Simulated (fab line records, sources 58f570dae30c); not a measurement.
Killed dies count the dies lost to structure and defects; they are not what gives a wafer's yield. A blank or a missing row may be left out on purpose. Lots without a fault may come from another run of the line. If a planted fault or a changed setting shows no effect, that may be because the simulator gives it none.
Chamber matching + flow berkeley_cmos170 + cmp-01 running UCB170_V2_CMP_02: 4 sister chambers
The step polishes SiO2. 18 wafers are shown with their chamber, then 9 later ones without.

## WAFERS PAIRED WITH THEIR CHAMBERS
| wafer  | chamber | motor_current_A (A) | platen_rpm (rpm) |
|--------|---------|---------------------|------------------|
| L403.1 | 0       | 14.6                | 60.07            |
| L403.3 | 3       | 15.7                | 59.97            |
| L403.5 | 1       | 15.9                | 60.08            |
| L404.2 | 0       | 14.6                | 60.00            |
| L404.3 | 1       | 15.9                | 60.06            |
| L404.5 | 0       | 14.9                | 60.01            |
| L406.1 | 3       | 16.0                | 60.03            |
| L406.2 | 1       | 16.3                | 59.97            |
| L406.4 | 0       | 15.0                | 60.01            |
| L410.2 | 3       | 15.6                | 60.02            |
| L410.3 | 1       | 16.1                | 60.06            |
| L410.6 | 2       | 14.8                | 60.03            |
| L412.2 | 0       | 14.6                | 59.98            |
| L412.4 | 2       | 15.0                | 60.04            |
| L412.5 | 2       | 14.2                | 59.99            |
| L413.1 | 1       | 17.0                | 59.99            |
| L413.4 | 2       | 14.6                | 60.06            |
| L413.5 | 0       | 15.1                | 59.96            |

SIGNATURES, as means of the wafers listed above
| reading         | chamber 0 | chamber 1 | chamber 2 | chamber 3 | scatter within a chamber |
|-----------------|-----------|-----------|-----------|-----------|--------------------------|
| motor_current_A | 14.800    | 16.240    | 14.650    | 15.767    | 0.33                     |
| platen_rpm      | 60.0050   | 60.0320   | 60.0300   | 60.0067   | 0.0388                   |
Rule: a wafer's distance from a chamber is the root of the sum, over the readings, of the square of ((its reading less the chamber's mean) divided by the reading's scatter). If the next closest chamber is less than 2 further off than the closest, the wafer can't be placed; otherwise it belongs to the closest. The scatter is the square root of a quotient: the sum, over the shown wafers, of each reading's squared deviation from its chamber's mean, divided by wafers minus chambers.

## WAFERS WITHOUT THEIR CHAMBER
| wafer  | motor_current_A (A) | platen_rpm (rpm) |
|--------|---------------------|------------------|
| L415.1 | 15.2                | 60.03            |
| L415.4 | 15.7                | 59.97            |
| L415.5 | 17.0                | 59.95            |
| L419.4 | 14.5                | 60.01            |
| L419.5 | 14.9                | 60.00            |
| L419.6 | 14.1                | 60.02            |
| L425.3 | 16.4                | 60.01            |
| L425.5 | 14.5                | 59.97            |
| L425.6 | 15.3                | 59.98            |

## EACH ONE'S CHAMBER
| wafer  | from the rows above               | in truth |
|--------|-----------------------------------|----------|
| L415.1 | can't be placed: 0 or 2 or 3 or 1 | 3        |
| L415.4 | can't be placed: 3 or 1 or 0      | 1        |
| L415.5 | can't be placed: 1 or 3           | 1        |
| L419.4 | can't be placed: 2 or 0           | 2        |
| L419.5 | can't be placed: 0 or 2           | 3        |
| L419.6 | can't be placed: 2 or 0           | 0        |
| L425.3 | can't be placed: 1 or 3           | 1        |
| L425.5 | can't be placed: 0 or 2           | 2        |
| L425.6 | can't be placed: 3 or 0 or 2 or 1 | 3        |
Correctly placed: 0 of 9. Can't be placed from these rows: 9 (the true chamber is among the candidates in 8). 0 placed wrongly.
